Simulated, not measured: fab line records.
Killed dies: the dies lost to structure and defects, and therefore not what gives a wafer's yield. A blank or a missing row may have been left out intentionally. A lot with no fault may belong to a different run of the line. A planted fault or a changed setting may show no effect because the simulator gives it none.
2 desks looking at one fault | flow berkeley cmos170 | each desk holds nothing but its own numbers, with what lay behind them at the end

THE METROLOGY DESK
Lot by lot, what the gauges showed, no matter which tool ran the lot: averages of those sampled wafers that carry a number. The brackets show how far a lot's mean lies from the usual mean; more than 4 standard deviations puts the lot out of limits, marked OUT.
Columns: A = PSD_TW at UCB170_PSD_TW_MEAS_10, usual 2339; B = SILICIDE_TI_THK at UCB170_SILICIDE_THK_MEAS_03, usual 29.9 nm
lot  | first seen here | A    | B
L720 | day 7 13:29     | 2351 | 30.1
L716 | day 7 13:31     | 2338 | 29.8
L719 | day 7 15:24     | 2355 | 29.4
L723 | day 9 02:35     | 2330 | 29.2
L725 | day 9 03:35     | 2323 | 30.2
L732 | day 10 10:37    | 2315 | 29.5
L733 | day 11 03:31    | 2357 | 30.1
L735 | day 11 03:51    | 2346 | 29.9
L737 | day 11 15:16    | 2361 | 30.4
L736 | day 11 15:37    | 2335 | 29.6
L739 | day 12 02:14    | 2336 | 30.4
L738 | day 12 02:31    | 2337 | 30.2
This desk found nothing out of limits on any of the 12 lots.

THE TOOL OWNER'S DESK: furnace-04
The tool's own readings at UCB170_GATE_ANNEAL_03 (time 1800 s): means of the sampled wafers that have a number, for each lot that ran on this tool. The brackets show how far a lot's mean lies from the usual mean; more than 4 standard deviations puts the lot out of limits, marked OUT.
Columns: A = spike tc centre C at UCB170_GATE_ANNEAL_03, usual 904.1 C; B = spike tc load C at UCB170_GATE_ANNEAL_03, usual 925.9 C; C = zone power load pct at UCB170_GATE_ANNEAL_03, usual 24.3 %; D = zone power source pct at UCB170_GATE_ANNEAL_03, usual 26 %
lot  | first seen here | A     | B     | C    | D
L716 | day 6 20:05     | 905.7 | 925.1 | 21.7 | 23
L719 | day 6 20:05     | 905.6 | 925.8 | 21.7 | 23
L720 | day 6 20:05     | 906.6 | 925.3 | 21.7 | 23
L723 | day 8 05:41     | 905.4 | 926.2 | 21.7 | 23
L725 | day 8 05:41     | 906.8 | 926.3 | 21.6 | 23
L738 | day 11 08:34    | 905.7 | 925.9 | 21.6 | 23
L739 | day 11 08:34    | 906.5 | 925.7 | 21.8 | 23
This desk found nothing out of limits on any of the 7 lots.

PUT TOGETHER
From the metrology desk's view, nothing was out of limits.
The desk of the tool owner found nothing out of limits.

WHAT THE SIMULATOR HAD INSERTED
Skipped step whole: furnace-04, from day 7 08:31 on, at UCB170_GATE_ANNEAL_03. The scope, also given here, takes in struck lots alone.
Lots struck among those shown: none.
